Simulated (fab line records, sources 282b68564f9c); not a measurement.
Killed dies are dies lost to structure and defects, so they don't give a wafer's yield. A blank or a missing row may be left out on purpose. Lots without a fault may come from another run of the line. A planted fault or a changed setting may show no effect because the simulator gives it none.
Tool commonality check | flow rit_cmos | 14 lots, 42 wafers sampled

WHY IT WAS OPENED
At RIT_FOX2_THK_MEAS_01 the reading FOX2_OXIDE_THK is flagged on 2 of 14 lots. Wafers without a fault read 350 nm, standard deviation 6.8.
Rule: a lot is flagged when every wafer of it that has a number lies more than 4 standard deviations from that mean, or none has a number. The other lots count as sound.

lot  | measured    | on            | FOX2_OXIDE_THK (nm), wafer by wafer | flag
L742 | day 1 18:23 | film_metro-03 | 333 337 334                         |
L743 | day 2 00:37 | film_metro-04 | 333 333 341                         |
L744 | day 2 05:10 | film_metro-04 | 356 349 349                         |
L746 | day 2 17:01 | film_metro-01 | 353 360 356                         |
L747 | day 2 22:23 | film_metro-01 | 361 360 357                         |
L748 | day 3 01:46 | film_metro-04 | 349 351 349                         |
L749 | day 3 07:14 | film_metro-04 | 362 351 352                         |
L750 | day 3 10:57 | film_metro-03 | 349 340 347                         |
L758 | day 5 03:53 | film_metro-01 | 425 425 427                         | FLAGGED
L759 | day 5 07:26 | film_metro-04 | 426 424 431                         | FLAGGED
L762 | day 5 22:20 | film_metro-03 | 348 352 350                         |
L763 | day 6 03:31 | film_metro-03 | 354 343 351                         |
L764 | day 6 09:32 | film_metro-03 | 346 348 343                         |
L765 | day 6 15:35 | film_metro-03 | 347 347 349                         |
The numbers of the flagged lots are 426 nm on average: +76 nm against the usual, or +11 standard deviations.

WHICH TOOL RAN EACH LOT
The record holds 1 process step before the reading, out of a route of 202 steps. In each cell: the tool, then ch and the chambers that the sampled wafers went through, then the start.
lot  | flag    | RIT_FOX2_OXIDATION_00
L742 |         | furnace-01 ch 0, day 1 17:03
L743 |         | furnace-03 ch 0, day 1 23:17
L744 |         | furnace-01 ch 0, day 2 03:50
L746 |         | furnace-01 ch 0, day 2 15:42
L747 |         | furnace-01 ch 0, day 2 21:04
L748 |         | furnace-02 ch 0, day 3 00:27
L749 |         | furnace-01 ch 0, day 3 05:55
L750 |         | furnace-03 ch 0, day 3 09:37
L758 | FLAGGED | furnace-01 ch 0, day 5 02:34
L759 | FLAGGED | furnace-01 ch 0, day 5 06:07
L762 |         | furnace-02 ch 0, day 5 21:00
L763 |         | furnace-02 ch 0, day 6 02:10
L764 |         | furnace-03 ch 0, day 6 08:13
L765 |         | furnace-03 ch 0, day 6 14:15
What these steps do:
- RIT_FOX2_OXIDATION_00: target thk 350.7 nm, ox time 1130 s.
- RIT_FOX2_THK_MEAS_01

FLAGGED OVER TOTAL, TOOL BY TOOL (the gauges that took the reading come last)
step                  | tool          | lots run | flagged | share of the flagged lots | sound lots run after its first flagged lot
RIT_FOX2_OXIDATION_00 | furnace-01    | 7        | 2       | all                       | 0
RIT_FOX2_OXIDATION_00 | furnace-02    | 3        | 0       | none                      | -
RIT_FOX2_OXIDATION_00 | furnace-03    | 4        | 0       | none                      | -
RIT_FOX2_THK_MEAS_01  | film_metro-01 | 3        | 1       | some                      | 0
RIT_FOX2_THK_MEAS_01  | film_metro-03 | 6        | 0       | none                      | -
RIT_FOX2_THK_MEAS_01  | film_metro-04 | 5        | 1       | some                      | 0

WHAT THE TABLE ALLOWS
1 row of the table ran every flagged lot: furnace-01 at RIT_FOX2_OXIDATION_00.
- furnace-01 at RIT_FOX2_OXIDATION_00: 2 of its 7 lots flagged. Its last sound lot is L749 (day 3 05:55), its first flagged lot L758 (day 5 02:34): a fault that began between those two fits. Its own readings lie more than 4 standard deviations out on every wafer of the flagged lots: spike_tc_centre_C, spike_tc_load_C, spike_tc_source_C, tube_center_temp_C, tube_center_temp_C_max.
One tool is left: furnace-01 at RIT_FOX2_OXIDATION_00.

WHAT THE SIMULATOR HAD PUT IN
Process parameter drift: furnace-01, from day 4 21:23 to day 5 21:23, at RIT_FOX2_OXIDATION_00. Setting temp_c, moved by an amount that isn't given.
Lots struck among those shown: L758, L759. The rule above found the same.
